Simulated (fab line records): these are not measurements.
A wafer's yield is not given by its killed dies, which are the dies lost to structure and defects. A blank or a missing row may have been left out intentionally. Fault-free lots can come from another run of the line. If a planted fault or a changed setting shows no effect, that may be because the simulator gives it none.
fab line records | flow ritCmos
record: lots: 6 | wafers: 18 | lastDay: 7
route steps=202 shown NRETRO@60 PRETRO@64 GATE@75 M1@202
lots with no fault: from the same line, run without faults
startH: start of the lot's first displayed wafer, in hours after the record's first day | waitH: time in hours since the lot's previous step | " identical to the entry in the row above | L1.1+2: a single row standing in for several wafers | - no value present, or no start provided | * or withheld: withheld | < > ~ a bound
route shown NAME@n: names a module that has steps shown in the file, with the first one's number in the route | usual: mean and standard deviation over wafers with no fault | same: alike in all rows | chamber/n: place in a boat | sites: the reading at each site | _std_site: the values' standard deviation | _edge_site: inner sites' mean taken away from outer sites' mean | radiusMm: for every site, how far away it sits from the centre of the wafer | mask NAME#n: copy n | behind: the last tool/chamber to shape the wafer | hold: reason for holding the lot/hours on hold/outcome of the hold | device: names the non-switching transistor (n, p or np) | end of line: the same wafers' tests at the end of the route | step lacking rows: just its recipe | killed: at the first sort, the dies lost to defects and structure; wafer yield is something else | map: the dies of a wafer, with x for killed, . for not killed, _ for no die there
set.NAME: setting as actually run; set.NAME@STEP: the setting as run at that earlier step | model.NAME: the simulator's own value behind a step, which no gauge read
lots at selected steps of the route; one table per step, one row per wafer
services: the hour from which a tool's chamber was out of use, counted from the record's first day as startH (under 0 if before that day), plus the number of hours and why
== steps ==
step: RIT_NRETRO_HARDBAKE_07
recipe: resist: NOVOLAK | tempC: 140 | timeS: 120
step: RIT_NRETRO_IMPLANT_08
recipe: species: P | energyKev: 70 | doseCm2: 1e+13 | tiltDeg: 7
step: RIT_NRETRO_STRIP_09
recipe: chemistry: O2 | timeS: 180 | resist: NOVOLAK | platenTempC: withheld | powerW: 500 | pressureMtorr: 4000 | o2FlowSccm: 4000
usual: drypumpMotorCurrentA: 5.8/0.36
same: timeS: 180
lot.wafer | tool           | chamber | startH | waitH | drypumpMotorCurrentA | rfHoursCounterH
L286.3    | plasmaAsher-01 | 0       | 37.24  | 0.1   | 5.2                  | -
L286.4    | "              | 1       | "      | "     | 6.5                  | -
L286.5    | "              | 1       | "      | "     | 6.5                  | -
L288.2    | plasmaAsher-01 | 1       | 46.58  | 0.1   | 6.5                  | 42
L288.3    | "              | 1       | "      | "     | 6.5                  | -
L288.6    | "              | 0       | "      | "     | 5.3                  | -
L293.3    | plasmaAsher-01 | 1       | 71.08  | 0.1   | 6.5                  | -
L293.5    | "              | 1       | "      | "     | 6.5                  | -
L293.6    | "              | 0       | "      | "     | 5.2                  | -
L294.1    | plasmaAsher-04 | 0       | 76.47  | 0.1   | 6.1                  | 47
L294.2    | "              | 1       | "      | "     | 5.8                  | 47
L294.4    | "              | 0       | "      | "     | 6.0                  | -
L307.1    | plasmaAsher-04 | 0       | 143.07 | 0.1   | 6.0                  | 55
L307.3    | "              | 1       | "      | "     | 5.8                  | -
L307.5    | "              | 0       | "      | "     | 6.0                  | -
L308.1    | plasmaAsher-02 | 0       | 148.69 | 0.1   | 5.7                  | 4
L308.3    | "              | 1       | "      | "     | 5.8                  | -
L308.6    | "              | 1       | "      | "     | 5.8                  | -
step: RIT_NRETRO_TW_MEAS_10
usual: NRETRO_TW: 1067/5.9
lot.wafer | tool         | chamber | startH | waitH | NRETRO_TW
L286.3    | filmMetro-02 | -       | 37.38  | 0.1   | 1065
L286.4    | "            | -       | "      | "     | 1065
L286.5    | "            | -       | "      | "     | 1060
L288.2    | filmMetro-02 | -       | 46.76  | 0.1   | 1062
L288.3    | "            | -       | "      | "     | 1056
L288.6    | "            | -       | "      | "     | 1067
L293.3    | filmMetro-02 | -       | 71.22  | 0.1   | 1059
L293.5    | "            | -       | "      | "     | 1061
L293.6    | "            | -       | "      | "     | 1064
L294.1    | filmMetro-04 | -       | 76.65  | 0.1   | 1074
L294.2    | "            | -       | "      | "     | 1071
L294.4    | "            | -       | "      | "     | 1072
L307.1    | filmMetro-02 | -       | 143.24 | 0.1   | 1069
L307.3    | "            | -       | "      | "     | 1073
L307.5    | "            | -       | "      | "     | 1070
L308.1    | filmMetro-03 | -       | 148.87 | 0.1   | 1063
L308.3    | "            | -       | "      | "     | 1062
L308.6    | "            | -       | "      | "     | 1062
step: RIT_PRETRO_HMDS_00
recipe: primeTimeS: 60 | primeTempC: 140
step: RIT_PRETRO_COAT_01
recipe: resist: NOVOLAK | spinRpm: 2000 | resistThkNm: 1300
step: RIT_PRETRO_SOFTBAKE_02
recipe: resist: NOVOLAK | tempC: 90 | timeS: 60
step: RIT_PRETRO_EXPOSE_03
recipe: maskId: M5 | na: 0.57 | targetCdNm: 43700 | doseMj: 250
step: RIT_PRETRO_PEB_04
recipe: resist: NOVOLAK | tempC: withheld | timeS: withheld
step: RIT_PRETRO_DEVELOP_05
recipe: resist: NOVOLAK | developTimeS: 68 | devTempC: 23
step: RIT_PRETRO_OVL_MEAS_06
usual: PRETRO_OVL: -0.3/1.3
lot.wafer | tool       | chamber | startH | waitH | PRETRO_OVL[nm]
L286.3    | overlay-01 | -       | 38.31  | -     | -2.0
L286.4    | "          | -       | "      | "     | -1.5
L286.5    | "          | -       | "      | "     | -0.8
L288.2    | overlay-02 | -       | 47.70  | -     | 0.7
L288.3    | "          | -       | "      | "     | -0.1
L288.6    | "          | -       | "      | "     | -2.1
L293.3    | overlay-01 | -       | 72.31  | -     | -0.5
L293.5    | "          | -       | "      | "     | -1.0
L293.6    | "          | -       | "      | "     | 0.8
L294.1    | overlay-02 | -       | 77.59  | -     | -1.5
L294.2    | "          | -       | "      | "     | 0.0
L294.4    | "          | -       | "      | "     | -1.2
L307.1    | overlay-02 | -       | 144.18 | -     | 0.0
L307.3    | "          | -       | "      | "     | -0.8
L307.5    | "          | -       | "      | "     | -0.4
L308.1    | overlay-02 | -       | 149.81 | -     | -1.0
L308.3    | "          | -       | "      | "     | -0.5
L308.6    | "          | -       | "      | "     | -0.3
step: RIT_PRETRO_HARDBAKE_07
recipe: resist: NOVOLAK | tempC: 140 | timeS: 120
step: RIT_PRETRO_IMPLANT_08
recipe: species: B | energyKev: 45.81 | doseCm2: 1.2e+13 | tiltDeg: 7
usual: beamOnS: 10.00/0.19 | endStationPressureTorr: 5.06e-06/2.2e-07 | faradayCurrentUA: 38.1/0.74
lot.wafer | tool         | chamber | startH | waitH | beamOnS | endStationPressureTorr | faradayCurrentUA
L286.3    | implanter-03 | 0       | 38.63  | 0.2   | 9.75    | 5.05e-06               | 39.1
L286.4    | "            | 0       | "      | "     | 9.84    | 5.45e-06               | 38.8
L286.5    | "            | 0       | "      | "     | 10.18   | 4.98e-06               | 37.7
L288.2    | implanter-02 | 0       | 48.01  | 0.2   | 10.22   | 5.15e-06               | 37.2
L288.3    | "            | 0       | "      | "     | 9.71    | 5.03e-06               | 39.1
L288.6    | "            | 0       | "      | "     | 9.64    | 4.91e-06               | 39.5
L293.3    | implanter-03 | 0       | 72.64  | 0.2   | 9.93    | 5.35e-06               | 38.3
L293.5    | "            | 0       | "      | "     | 9.88    | 4.96e-06               | 38.6
L293.6    | "            | 0       | "      | "     | 9.78    | 5.13e-06               | 38.8
L294.1    | implanter-03 | 0       | 77.87  | 0.2   | 10.06   | 4.83e-06               | 37.7
L294.2    | "            | 0       | "      | "     | 9.84    | 5.05e-06               | 38.7
L294.4    | "            | 0       | "      | "     | 10.18   | 5.31e-06               | 37.4
L307.1    | implanter-02 | 0       | 144.47 | 0.2   | 12.29   | 0.00010048             | 31.3
L307.3    | "            | 0       | "      | "     | 12.50   | 9.595e-05              | 30.7
L307.5    | "            | 0       | "      | "     | 12.24   | 9.727e-05              | 31.4
L308.1    | implanter-02 | 0       | 150.09 | 0.2   | 12.10   | 8.717e-05              | 31.9
L308.3    | "            | 0       | "      | "     | 11.84   | 9.753e-05              | 32.4
L308.6    | "            | 0       | "      | "     | 12.27   | 8.856e-05              | 31.3
step: RIT_PRETRO_STRIP_09
recipe: chemistry: O2 | timeS: 180 | resist: NOVOLAK | platenTempC: withheld | powerW: 500 | pressureMtorr: 4000 | o2FlowSccm: 4000
usual: drypumpMotorCurrentA: 5.82/0.26
same: timeS: 180
lot.wafer | tool           | chamber | startH | waitH | drypumpMotorCurrentA | rfHoursCounterH
L286.3    | plasmaAsher-04 | 1       | 38.79  | 0.1   | 5.79                 | -
L286.4    | "              | 0       | "      | "     | 6.03                 | -
L286.5    | "              | 1       | "      | "     | 5.77                 | -
L288.2    | plasmaAsher-03 | 0       | 48.13  | 0.1   | 6.35                 | 22
L288.3    | "              | 1       | "      | "     | 4.85                 | -
L288.6    | "              | 1       | "      | "     | 4.87                 | -
L293.3    | plasmaAsher-02 | 0       | 72.80  | 0.1   | 5.71                 | -
L293.5    | "              | 0       | "      | "     | 5.70                 | -
L293.6    | "              | 1       | "      | "     | 5.74                 | -
L294.1    | plasmaAsher-04 | 0       | 78.02  | 0.1   | 5.99                 | 47
L294.2    | "              | 1       | "      | "     | 5.77                 | 47
L294.4    | "              | 0       | "      | "     | 6.01                 | -
L307.1    | plasmaAsher-04 | 1       | 144.62 | 0.1   | 5.76                 | 55
L307.3    | "              | 1       | "      | "     | 5.78                 | -
L307.5    | "              | 0       | "      | "     | 6.00                 | -
L308.1    | plasmaAsher-02 | 1       | 150.24 | 0.1   | 5.79                 | 4
L308.3    | "              | 0       | "      | "     | 5.69                 | -
L308.6    | "              | 1       | "      | "     | 5.78                 | -
step: RIT_PRETRO_TW_MEAS_10
usual: PRETRO_TW: 482/4.1
lot.wafer | tool         | chamber | startH | waitH | PRETRO_TW
L286.3    | filmMetro-03 | -       | 38.93  | 0.1   | 483
L286.4    | "            | -       | "      | "     | 482
L286.5    | "            | -       | "      | "     | 482
L288.2    | filmMetro-01 | -       | 48.32  | 0.1   | 476
L288.3    | "            | -       | "      | "     | 476
L288.6    | "            | -       | "      | "     | 474
L293.3    | filmMetro-02 | -       | 72.93  | 0.1   | 483
L293.5    | "            | -       | "      | "     | 484
L293.6    | "            | -       | "      | "     | 482
L294.1    | filmMetro-01 | -       | 78.20  | 0.1   | 476
L294.2    | "            | -       | "      | "     | 479
L294.4    | "            | -       | "      | "     | 477
L307.1    | filmMetro-02 | -       | 144.79 | 0.1   | 515
L307.3    | "            | -       | "      | "     | 515
L307.5    | "            | -       | "      | "     | 514
L308.1    | filmMetro-03 | -       | 150.42 | 0.1   | 512
L308.3    | "            | -       | "      | "     | 511
L308.6    | "            | -       | "      | "     | 513
step: RIT_GATE_WET_ETCH_00
recipe: chemistry: BOE | target: SiO2 | targetDepthNm: 56 | timeS: 60 | dry: n2Spin | dilution: 10:1 | tempC: 21.5
step: RIT_M1_PROBE_99
usual: killedAtFrontEnd: 7/3.3 | killedDies: 7/3.3 | killedOpen: 3.3/1.9 | killedShort: 3.6/2.1
same: grossDies: 264 | killed_at_M0_to_M3: 0 | killed_at_M4_up: 0 | killedAtBackSide: 0 | killedAtContacts: 0 | killedAtOther: 0
lot.wafer | tool      | chamber | startH | waitH | killedAtFrontEnd | killedDies | killedOpen | killedShort | model.etest.nmos_0p3.rOnOhmUm | model.etest.nmosTurned.driveUaUm | model.etest.nmos_0p15.driveUaUm | model.etest.nmos_0p3.driveUaUm | model.etest.nmosNarrow.driveUaUm | model.etest.retroEdgeNmos.offLog10AUm | model.etest.nmos_0p15.offLog10AUm | model.etest.diodeNplusPwell.bvV
L286.3    | prober-02 | -       | 67.34  | 0.2   | 8                | 8          | 6          | 2           | 2109                          | 337.9                            | 471.1                           | 231.6                          | 221.8                            | -10.29                                | -10.44                            | 6.04
L286.4    | prober-02 | -       | 67.39  | 0.2   | 10               | 10         | 4          | 6           | 2084                          | 344.9                            | 480                             | 229.2                          | 229                              | -9.75                                 | -9.916                            | 5.99
L286.5    | prober-02 | -       | 67.44  | 0.2   | 12               | 12         | 5          | 6           | 2094                          | 336.9                            | 480.4                           | 230.3                          | 228.9                            | -9.848                                | -9.983                            | 6.003
L288.2    | prober-02 | -       | 73.44  | 0.1   | 9                | 9          | 4          | 5           | 2163                          | 342.8                            | 480.3                           | 228                            | 226.9                            | -9.673                                | -9.796                            | 5.939
L288.3    | prober-02 | -       | 73.49  | 0.2   | 4                | 4          | 4          | 0           | 2164                          | 335.8                            | 475.6                           | 228                            | 229.3                            | -9.596                                | -9.738                            | 5.923
L288.6    | prober-02 | -       | 73.64  | 0.2   | 4                | 4          | 2          | 2           | 2197                          | 334.2                            | 476.5                           | 225.9                          | 224.7                            | -9.606                                | -9.608                            | 5.936
L293.3    | prober-01 | -       | 103.01 | 0.2   | 4                | 4          | 3          | 1           | 2066                          | 376.5                            | 521                             | 237.7                          | 239.6                            | -9.002                                | -9.145                            | 5.965
L293.5    | prober-01 | -       | 103.11 | 0.2   | 5                | 5          | 0          | 5           | 2060                          | 363.9                            | 521.5                           | 237.7                          | 240.6                            | -9.096                                | -9.193                            | 5.947
L293.6    | prober-01 | -       | 103.16 | 0.2   | 7                | 7          | 3          | 2           | 2059                          | 368.7                            | 533                             | 240.3                          | 244.1                            | -8.567                                | -8.709                            | 5.945
L294.1    | prober-02 | -       | 104.41 | 0.1   | 7                | 7          | 3          | 4           | 2167                          | 316.7                            | 451.6                           | 228.4                          | 224.5                            | -10.34                                | -10.58                            | 5.871
L294.2    | prober-02 | -       | 104.46 | 0.1   | 12               | 12         | 5          | 7           | 2134                          | 319.2                            | 454.9                           | 229.9                          | 225.9                            | -10.59                                | -10.68                            | 5.891
L294.4    | prober-02 | -       | 104.56 | 0.2   | 13               | 13         | 7          | 6           | 2188                          | 319                              | 457.8                           | 228.8                          | 222.6                            | -10.17                                | -10.25                            | 5.874
L307.1    | prober-01 | -       | 172.33 | 0.1   | 3                | 3          | 1          | 2           | 2257                          | 296.6                            | 444.3                           | 214.7                          | 216.6                            | -10.69                                | -10.8                             | 5.7
L307.3    | prober-01 | -       | 172.43 | 0.2   | 11               | 11         | 7          | 4           | 2233                          | 298.6                            | 446.5                           | 213.9                          | 214.6                            | -10.41                                | -10.49                            | 5.675
L307.5    | prober-01 | -       | 172.53 | 0.2   | 9                | 9          | 4          | 5           | 2248                          | 291.2                            | 435.8                           | 210.1                          | 210.1                            | -10.67                                | -10.76                            | 5.685
L308.1    | prober-02 | -       | 176.68 | 0.1   | 6                | 6          | 2          | 4           | 2236                          | 283.9                            | 446.4                           | 211.7                          | 205.3                            | -10.63                                | -10.62                            | 5.699
L308.3    | prober-02 | -       | 176.78 | 0.2   | 4                | 4          | 1          | 3           | 2241                          | 278.5                            | 440.2                           | 210.7                          | 205.4                            | -10.64                                | -10.76                            | 5.705
L308.6    | prober-02 | -       | 176.93 | 0.2   | 6                | 6          | 1          | 5           | 2289                          | 276.9                            | 433.7                           | 205.8                          | 198.1                            | -10.7                                 | -10.76                            | 5.691
killed by level:class
L286.3 FOX1:geometricParticle:open=3 REOX:geometricParticle:open=2 FOX1:geometricParticle:short=1 GATE:geometricParticle:open=1 SILICIDE:geometricParticle:short=1
L286.4 GATE:geometricParticle:open=4 SILICIDE:geometricParticle:short=2 ACTIVE:geometricParticle:short=1 FOX1:geometricParticle:short=1 FOX2:geometricParticle:short=1 GATE:geometricParticle:short=1
L286.5 GATE:geometricParticle:open=3 GATE:geometricParticle:short=2 REOX:geometricParticle:short=2 SPACER:geometricParticle:short=2 REOX:geometricParticle:open=1 SILICIDE:geometricParticle:open=1 PSD:coatMicrobubblePrinted=1
L288.2 REOX:geometricParticle:short=2 SILICIDE:geometricParticle:open=2 ACTIVE:geometricParticle:short=1 FOX1:geometricParticle:open=1 FOX2:geometricParticle:open=1 GATE:geometricParticle:short=1 SPACER:geometricParticle:short=1
L288.3 REOX:geometricParticle:open=2 GATE:geometricParticle:open=1 SILICIDE:geometricParticle:open=1
L288.6 FOX2:geometricParticle:open=1 FOX2:geometricParticle:short=1 GATE:geometricParticle:open=1 GATE:geometricParticle:short=1
L293.3 FOX1:geometricParticle:open=1 GATE:geometricParticle:open=1 GATE:geometricParticle:short=1 SPACER:geometricParticle:open=1
L293.5 FOX1:geometricParticle:short=2 GATE:geometricParticle:short=1 SPACER:geometricParticle:short=1 STARTING-WAFER:geometricParticle:short=1
L293.6 NWELL:coatMicrobubblePrinted=2 FOX1:geometricParticle:open=1 FOX2:geometricParticle:open=1 GATE:geometricParticle:short=1 GATE:geometricParticle:open=1 SILICIDE:geometricParticle:short=1
L294.1 GATE:geometricParticle:short=2 FOX2:geometricParticle:open=1 REOX:geometricParticle:short=1 SPACER:geometricParticle:open=1 SPACER:geometricParticle:short=1 SILICIDE:geometricParticle:open=1
L294.2 SPACER:geometricParticle:short=3 FOX2:geometricParticle:short=2 SILICIDE:geometricParticle:open=2 FOX1:geometricParticle:open=1 GATE:geometricParticle:short=1 GATE:geometricParticle:open=1 SPACER:geometricParticle:open=1 SILICIDE:geometricParticle:short=1
L294.4 GATE:geometricParticle:short=3 SILICIDE:geometricParticle:open=3 REOX:geometricParticle:open=2 SILICIDE:geometricParticle:short=2 FOX1:geometricParticle:open=1 FOX2:geometricParticle:short=1 GATE:geometricParticle:open=1
L307.1 FOX1:geometricParticle:short=1 GATE:geometricParticle:short=1 SILICIDE:geometricParticle:open=1
L307.3 GATE:geometricParticle:open=3 FOX1:geometricParticle:open=2 SPACER:geometricParticle:short=2 FOX1:geometricParticle:short=1 GATE:geometricParticle:short=1 SPACER:geometricParticle:open=1 SILICIDE:geometricParticle:open=1
L307.5 GATE:geometricParticle:open=2 GATE:geometricParticle:short=2 FOX1:geometricParticle:short=1 FOX2:geometricParticle:open=1 SPACER:geometricParticle:short=1 SILICIDE:geometricParticle:short=1 SILICIDE:geometricParticle:open=1
L308.1 GATE:geometricParticle:short=2 GATE:geometricParticle:open=1 REOX:geometricParticle:short=1 SPACER:geometricParticle:short=1 SILICIDE:geometricParticle:open=1
L308.3 SPACER:geometricParticle:short=2 FOX2:geometricParticle:short=1 GATE:geometricParticle:open=1
L308.6 FOX1:geometricParticle:short=2 GATE:geometricParticle:short=2 FOX2:geometricParticle:short=1 GATE:geometricParticle:open=1
== services ==
tool           | chamber | startH | hours | kind
plasmaAsher-04 | -       | 32.25  | 2.2   | repair
plasmaAsher-03 | -       | 41.25  | 0.8   | repair
implanter-03   | -       | 41.36  | 1.0   | repair
implanter-03   | -       | 68.20  | 1.5   | repair
implanter-03   | -       | 84.37  | 1.6   | repair
plasmaAsher-03 | -       | 99.91  | 28.1  | pm
plasmaAsher-02 | -       | 108.75 | 9.0   | pm
plasmaAsher-02 | 0       | 108.75 | 9.0   | ventCycle
plasmaAsher-02 | 1       | 108.75 | 9.0   | ventCycle
plasmaAsher-02 | 0       | 117.75 | -     | clean
plasmaAsher-02 | 1       | 117.75 | -     | clean
plasmaAsher-01 | -       | 129.07 | 1.5   | repair
plasmaAsher-03 | -       | 136.23 | 5.4   | repair
== key ==
firstSign: step: RIT_PRETRO_IMPLANT_08 | reading: endStationPressureTorr | direction: up | sigmas: 99+ | usual: 5.06e-06 | struck: 9.449e-05
effect: step: RIT_PRETRO_IMPLANT_08 | reading: beamOnS | direction: up | sigmas: 11 | usual: 10.00 | struck: 12.21
effect: step: RIT_PRETRO_TW_MEAS_10 | reading: PRETRO_TW | direction: up | sigmas: 7.6 | usual: 482 | struck: 513
modelEffect: step: RIT_M1_PROBE_99 | value: etest.nmos_0p3.rOnOhmUm | without: 2162 | struck: 2251
metAt RIT_PRETRO_IMPLANT_08
struckWafers L307.1,L307.3,L307.5,L308.1,L308.3,L308.6
testerLeftOut L307,L308
onsetBetween 48.01 144.47
fault: kind: processParameterDrift | tool: implanter-02 | chamber: - | onsetH: 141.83 | steps: RIT_PRETRO_IMPLANT_08 | channel: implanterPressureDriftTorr | offset: 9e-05 | shape: step | endH: 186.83
fault: kind: processParameterDrift | tool: implanter-02 | chamber: - | onsetH: 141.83 | steps: RIT_PRETRO_IMPLANT_08 | channel: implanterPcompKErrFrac | offset: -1 | shape: step | endH: 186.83
testerLeftOut: of these lots the tester's yield and bins aren't shown, on N5 and GAA mostly nor the transistor test; their killed dies are dies lost to structure and defects alone, not to doping, threshold or leakage, so they don't give the yield
